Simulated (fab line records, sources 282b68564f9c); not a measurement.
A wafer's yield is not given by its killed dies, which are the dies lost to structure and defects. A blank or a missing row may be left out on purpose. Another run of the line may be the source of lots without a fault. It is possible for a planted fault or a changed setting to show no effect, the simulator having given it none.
Split-lot study :: flow ritCmos :: 5 lots, 23 wafers read, on a route of 202 steps

ON THE SPLIT
At RIT_GATE_EXPOSE_13 (exposes mask M6, target cd 150 nm), the setting doseMj was moved away from the recipe's 380 on 6 of the 23 wafers read, by +3.0% to +3.5%. This setting was run at the recipe's value on the other wafers.

FROM THE SPLIT TO THE READING: what the file shows between them, 6 steps
- RIT_GATE_PEB_14
- RIT_GATE_DEVELOP_15: develop time 50 s
- RIT_GATE_CD_MEAS_16: target cd 150 nm
- RIT_GATE_HARDBAKE_18: time 60 s
- RIT_GATE_ETCH_19: etches poly-Si in SF6/CHF3/O2, stops on SiO2, time 165 s, target depth 312.5 nm
- RIT_GATE_STRIP_20: strips in O2, time 180 s

THE READING
Shown in nm: cdNm at RIT_GATE_CD_MEAS_90, with target cd 150 nm. Fault-free wafers of this fab line usually give 148.7 nm, standard deviation 2.9 nm.

wafer: L076.1
tool, chamber at the split: ilineStepper-02, 0
doseMj as run: 380
against the recipe: recipe
cdNm, nm: 150.5
against lot-mates on the recipe: -

wafer: L076.4
tool, chamber at the split: ilineStepper-02, 0
doseMj as run: 380
against the recipe: recipe
cdNm, nm: 149.0
against lot-mates on the recipe: -

wafer: L076.5
tool, chamber at the split: ilineStepper-02, 0
doseMj as run: 380
against the recipe: recipe
cdNm, nm: 149.5
against lot-mates on the recipe: -

wafer: L077.1
tool, chamber at the split: ilineStepper-01, 0
doseMj as run: 380
against the recipe: recipe
cdNm, nm: 149.7
against lot-mates on the recipe: -

wafer: L077.2
tool, chamber at the split: ilineStepper-01, 0
doseMj as run: 380
against the recipe: recipe
cdNm, nm: 149.5
against lot-mates on the recipe: -

wafer: L077.3
tool, chamber at the split: ilineStepper-01, 0
doseMj as run: 391.3
against the recipe: +3.0%
cdNm, nm: 133.7
against lot-mates on the recipe: -15.9

wafer: L077.4
tool, chamber at the split: ilineStepper-01, 0
doseMj as run: 391.3
against the recipe: +3.0%
cdNm, nm: 131.7
against lot-mates on the recipe: -17.9

wafer: L077.6
tool, chamber at the split: ilineStepper-01, 0
doseMj as run: 391.3
against the recipe: +3.0%
cdNm, nm: 132.5
against lot-mates on the recipe: -17.1

wafer: L079.2
tool, chamber at the split: ilineStepper-01, 0
doseMj as run: 380
against the recipe: recipe
cdNm, nm: 150.2
against lot-mates on the recipe: -

wafer: L079.3
tool, chamber at the split: ilineStepper-01, 0
doseMj as run: 380
against the recipe: recipe
cdNm, nm: 148.7
against lot-mates on the recipe: -

wafer: L079.4
tool, chamber at the split: ilineStepper-01, 0
doseMj as run: 380
against the recipe: recipe
cdNm, nm: 145.6
against lot-mates on the recipe: -

wafer: L079.5
tool, chamber at the split: ilineStepper-01, 0
doseMj as run: 380
against the recipe: recipe
cdNm, nm: 147.0
against lot-mates on the recipe: -

wafer: L079.6
tool, chamber at the split: ilineStepper-01, 0
doseMj as run: 380
against the recipe: recipe
cdNm, nm: 149.0
against lot-mates on the recipe: -

wafer: L082.2
tool, chamber at the split: ilineStepper-02, 0
doseMj as run: 393.2
against the recipe: +3.5%
cdNm, nm: 131.4
against lot-mates on the recipe: -14.9

wafer: L082.3
tool, chamber at the split: ilineStepper-02, 0
doseMj as run: 380
against the recipe: recipe
cdNm, nm: 145.7
against lot-mates on the recipe: -

wafer: L082.4
tool, chamber at the split: ilineStepper-02, 0
doseMj as run: 393.2
against the recipe: +3.5%
cdNm, nm: 129.7
against lot-mates on the recipe: -16.7

wafer: L082.5
tool, chamber at the split: ilineStepper-02, 0
doseMj as run: 380
against the recipe: recipe
cdNm, nm: 147.0
against lot-mates on the recipe: -

wafer: L082.6
tool, chamber at the split: ilineStepper-02, 0
doseMj as run: 393.2
against the recipe: +3.5%
cdNm, nm: 130.9
against lot-mates on the recipe: -15.4

wafer: L085.1
tool, chamber at the split: ilineStepper-01, 0
doseMj as run: 380
against the recipe: recipe
cdNm, nm: 144.6
against lot-mates on the recipe: -

wafer: L085.2
tool, chamber at the split: ilineStepper-01, 0
doseMj as run: 380
against the recipe: recipe
cdNm, nm: 143.9
against lot-mates on the recipe: -

wafer: L085.3
tool, chamber at the split: ilineStepper-01, 0
doseMj as run: 380
against the recipe: recipe
cdNm, nm: 144.1
against lot-mates on the recipe: -

wafer: L085.4
tool, chamber at the split: ilineStepper-01, 0
doseMj as run: 380
against the recipe: recipe
cdNm, nm: 144.3
against lot-mates on the recipe: -

wafer: L085.5
tool, chamber at the split: ilineStepper-01, 0
doseMj as run: 380
against the recipe: recipe
cdNm, nm: 145.1
against lot-mates on the recipe: -

FIT RESULTS
A straight line over all 23 wafers: cdNm changes by -4.83 nm for each +1% of doseMj; r = -0.96; the points scatter about the line by 2.1 nm.
The same after taking each lot's own level away (the mean of its wafers on the recipe; 23 wafers): -5 nm for each +1%; r = -0.98; scatter 1.4 nm.
Per that fit: largest doseMj move, reading shift of 17 nm.
The span of the lots' own levels, 144.40 to 149.67 nm, comes to 1.8 times the standard deviation stated above.
The two slopes are in agreement: the lot-to-lot level therefore moves the slope only a little.
Check: with one of the wafers moved furthest among these (+3.5%) left out of the fit, the line predicts -18 nm for it against its lot-mates. It came out at -14.9 nm against them.

ADDITIONAL SPLITS CARRIED BY THESE WAFERS
These wafers also went through other splits before the reading. Each is held against what the fit with the lots' levels taken away leaves over:
other split on the same wafers: RIT_FOX2_OXIDATION_00 oxTimeS
wafers away from the commonest value: 13
r with cdNm (lot level and that fit taken away): +0.18

other split on the same wafers: RIT_PWELL_SOFTBAKE_02 tempC
wafers away from the commonest value: 6
r with cdNm (lot level and that fit taken away): +0.37

other split on the same wafers: RIT_NRETRO_IMPLANT_08 energyKev
wafers away from the commonest value: 12
r with cdNm (lot level and that fit taken away): +0.00

other split on the same wafers: RIT_PRETRO_IMPLANT_08 energyKev
wafers away from the commonest value: 10
r with cdNm (lot level and that fit taken away): -0.37

other split on the same wafers: RIT_GATE_OXIDATION_05 tempC
wafers away from the commonest value: 15
r with cdNm (lot level and that fit taken away): -0.16

THE WHOLE CHAIN: every reading that the file lists as answering this split, in the file's order
step: RIT_GATE_DEVELOP_15
what it does: develop time 50 s
reading: GATE.cdNm (the simulator's own value, which no gauge read)
change (the file's fit): -5.11 nm for each +1% of the setting
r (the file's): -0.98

step: RIT_GATE_CD_MEAS_16
what it does: target cd 150 nm
reading: cdNm
change (the file's fit): -5.13 nm for each +1% of the setting
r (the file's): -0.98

step: RIT_GATE_CD_MEAS_90
what it does: target cd 150 nm
reading: cdNm
change (the file's fit): -5.01 nm for each +1% of the setting
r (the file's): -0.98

step: RIT_M1_PROBE_99
what it does: 
reading: etest.pmosTurned.rOnOhmUm (the simulator's own value, which no gauge read)
change (the file's fit): -120 for each +1% of the setting
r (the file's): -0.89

step: RIT_M1_PROBE_99
what it does: 
reading: etest.pmos_0p15.rOnOhmUm (the simulator's own value, which no gauge read)
change (the file's fit): -115 for each +1% of the setting
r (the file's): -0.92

step: RIT_M1_PROBE_99
what it does: 
reading: etest.nmos_0p15.rOnOhmUm (the simulator's own value, which no gauge read)
change (the file's fit): -33.5 for each +1% of the setting
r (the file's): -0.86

step: RIT_M1_PROBE_99
what it does: 
reading: etest.nmos_0p15.driveUaUm (the simulator's own value, which no gauge read)
change (the file's fit): +26.1 for each +1% of the setting
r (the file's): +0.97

step: RIT_M1_PROBE_99
what it does: 
reading: etest.pmos_0p15.driveUaUm (the simulator's own value, which no gauge read)
change (the file's fit): +17.9 for each +1% of the setting
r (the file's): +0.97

FILE'S OWN FIT
cdNm changes by -5.01 nm for each +1% of doseMj, r = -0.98.
